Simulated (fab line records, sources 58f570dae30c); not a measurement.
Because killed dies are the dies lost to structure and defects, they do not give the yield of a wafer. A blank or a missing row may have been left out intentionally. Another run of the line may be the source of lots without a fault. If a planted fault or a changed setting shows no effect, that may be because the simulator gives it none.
Problem report, 8D (eight disciplines) form, completed by code :: flow berkeleyCmos170 :: the parts of the form that need people (team, actions taken, sign-off) are left out

== 1. PROBLEM STATEMENT ==
At UCB170_FIELD_WET_ETCH_05, runLengthS averages 20186 s over 6 wafers from 2 lots, while fault-free wafers read 12626 s, standard deviation 1.7. So: +99 or more standard deviations from the usual mean.
The step: etches Si3N4 in H3PO4, time 12600 s.
First seen on wafer L452.2, day 9 03:24, on wetBench-04. The record has a number at this step for 18 wafers belonging to 6 lots. The rule behind "out" and "out of limits": a value lying over 4 standard deviations away from the usual mean. The other wafers with a number count as sound.

== 2. WHAT IT IS, WHAT IT ISN'T ==
question: which readings at this step
is: runLengthS
is not: tempC

question: which lots
is: L452, L453
is not: L441, L454, L456, L457

question: which wafers of those lots
is: all that have a number
is not: -

question: read on which tools
is: wetBench-04
is not: wetBench-03

question: when
is: from day 9 03:24
is not: up to then (3 sound wafers); but 9 sound wafers of L454, L456, L457 came after

== 3. WHAT RULES OUT EACH SUSPECT ==
Counting: a tool at any process step up to the reading remains a suspect when it ran all the lots that are out and ran no sound lot after the first of those.
- wetBench-04 at UCB170_FIELD_WET_ETCH_05 (etches Si3N4 in H3PO4, time 12600 s): ruled out as a lasting fault. After its first lot that is out, L452 (day 9 03:24), sound lots L456, L457 ran on it.
Left after counting: nothing in the record.

== 4. THE CAUSE (what the simulator had put in) ==
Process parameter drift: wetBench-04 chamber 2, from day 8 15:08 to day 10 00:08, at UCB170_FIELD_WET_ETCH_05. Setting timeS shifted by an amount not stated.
Counting ruled it out, wrongly.

== 5. THE EFFECT CHAIN, in route order ==
Each row: a reading whose mean over the struck wafers that have a number lies more than 3 standard deviations from the usual. Only readings for which the record gives a usual standard deviation are gone through. hours: the time from each lot's start at the first step in this table that gives one to its start at this step, as a median over the lots. sigmas: the change in usual standard deviations.
hours: 0
step: UCB170_FIELD_WET_ETCH_05
reading: runLengthS
usual: 12626 s
on struck wafers: 20186
change: +7560
sigmas: +99 or more
It contains these process steps:
- UCB170_FIELD_WET_ETCH_05: etches Si3N4 in H3PO4, time 12600 s.
Later measuring or inspecting steps at which every struck wafer that the step has a row for has a number for every such reading, and none has moved that far: UCB170_FIELD_THK_MEAS_90.

== 6. WHAT WOULD HAVE CAUGHT IT SOONER ==
12 hours passed between the start of the fault at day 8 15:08 and the first reading out of limits in this record, taken at day 9 03:24.
